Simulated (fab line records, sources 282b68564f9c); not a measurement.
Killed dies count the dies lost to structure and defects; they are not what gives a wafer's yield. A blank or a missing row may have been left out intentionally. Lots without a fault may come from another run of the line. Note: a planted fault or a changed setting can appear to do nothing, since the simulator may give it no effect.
A lot that was struck, set against a sound lot || flow rit-cmos || 15 out of 202 route steps
Sound: the wafers L708.1, L708.3, L708.4. Struck: wafers L709.3, L709.4, L709.5. The cause is given at the end.
Per side, at each step with rows, come the tool, then ch with its chambers, and then its first start. Under that, the readings that differ: sound wafers || struck wafers || difference of the means || sigmas: that difference in standard deviations of wafers without a fault.
alike: same words and numbers on both sides, and readings whose means sit less than 2 such deviations apart. not compared: any withheld reading, any reading some wafer has no value for, any bound like >300 that may hide the same value, and any number with overlapping values for which the record gives no deviation.
A row with sigmas, a row that says differs or no value, or rows on one side alone: a step with any of these is where the two part. Numbers that don't overlap but have no deviation are shown without sigmas and don't part them. Lack of a reading on every wafer of one side parts them only where that side has two or more wafers.

first, 1 step without rows for these wafers: RIT_PLDD_IMPLANT_08.
RIT_PLDD_STRIP_09: strips in O2, time 180 s.
  sound on plasma-asher-04 ch 0,1, day 3 14:14; struck on plasma-asher-02 ch 0,1, day 4 03:43
  alike: drypump-motor-current-A
  not compared: rf-hours-counter-h
RIT_PLDD_TW_MEAS_10:
  sound on film-metro-03, day 3 14:25; struck on film-metro-04, day 4 03:50
{"reading": "PLDD_TW", "sound": "2375 2367 2382", "struck": "2321 2325 2307", "difference": -57, "sigmas": -2}
then, 4 steps without rows for these wafers: RIT_SPACER_CLEAN_00 (cleans in SC1, time 600 s); RIT_SPACER_CLEAN_01 (cleans in dHF, time 30 s); RIT_SPACER_CLEAN_02 (cleans in SC2, time 600 s); RIT_SPACER_CVD_03 (deposits Si3N4 from SiH2Cl2/NH3, target thk 250 nm, time 3300 s).
RIT_SPACER_THK_MEAS_04:
  sound on film-metro-03, day 3 17:27; struck on film-metro-02, day 4 06:51
{"reading": "SPACER_NITRIDE_THK (nm)", "sound": "252.3 252.5 250.6", "struck": "243.4 245.9 245.7", "difference": -6.8, "sigmas": -3}
RIT_SPACER_ETCHBACK_05: etches Si3N4 in SF6/CHF3, stops on SiO2, target depth 250 nm, time 240 s.
  sound on rie-diel-03 ch 0,2,3, day 3 17:31; struck on rie-diel-03 ch 0,2,3, day 4 06:53
  alike: drypump-motor-current-A, oes-product-au, throttle-valve-pct
  not compared: rf-hours-counter-h
then, 3 steps without rows for these wafers: RIT_NSD_HMDS_00 (prime time 60 s); RIT_NSD_COAT_01 (resist thk 1000 nm); RIT_NSD_SOFTBAKE_02 (time 60 s).
RIT_NSD_EXPOSE_03: exposes mask M9, target cd 40700 nm.
  sound on iline-stepper-02 ch 0, day 3 18:07; struck on iline-stepper-02 ch 0, day 4 08:05
{"reading": "mask", "sound": "M9#0 M9#0 M9#0", "struck": "M9_R1#0 M9_R1#0 M9_R1#0", "difference": "differs", "sigmas": ""}
  alike: exposure-dose-mJ-cm2, reticle-temp-C
then, 1 step without rows for these wafers: RIT_NSD_PEB_04.
RIT_M1_PROBE_99:
  sound wafers here have rows in the record (prober-02, day 4 05:13); struck ones have none

== WHERE THEY PART ==
At RIT_PLDD_TW_MEAS_10 first; at RIT_M1_PROBE_99 last (within this record only).

WHY: whatever the simulator had introduced
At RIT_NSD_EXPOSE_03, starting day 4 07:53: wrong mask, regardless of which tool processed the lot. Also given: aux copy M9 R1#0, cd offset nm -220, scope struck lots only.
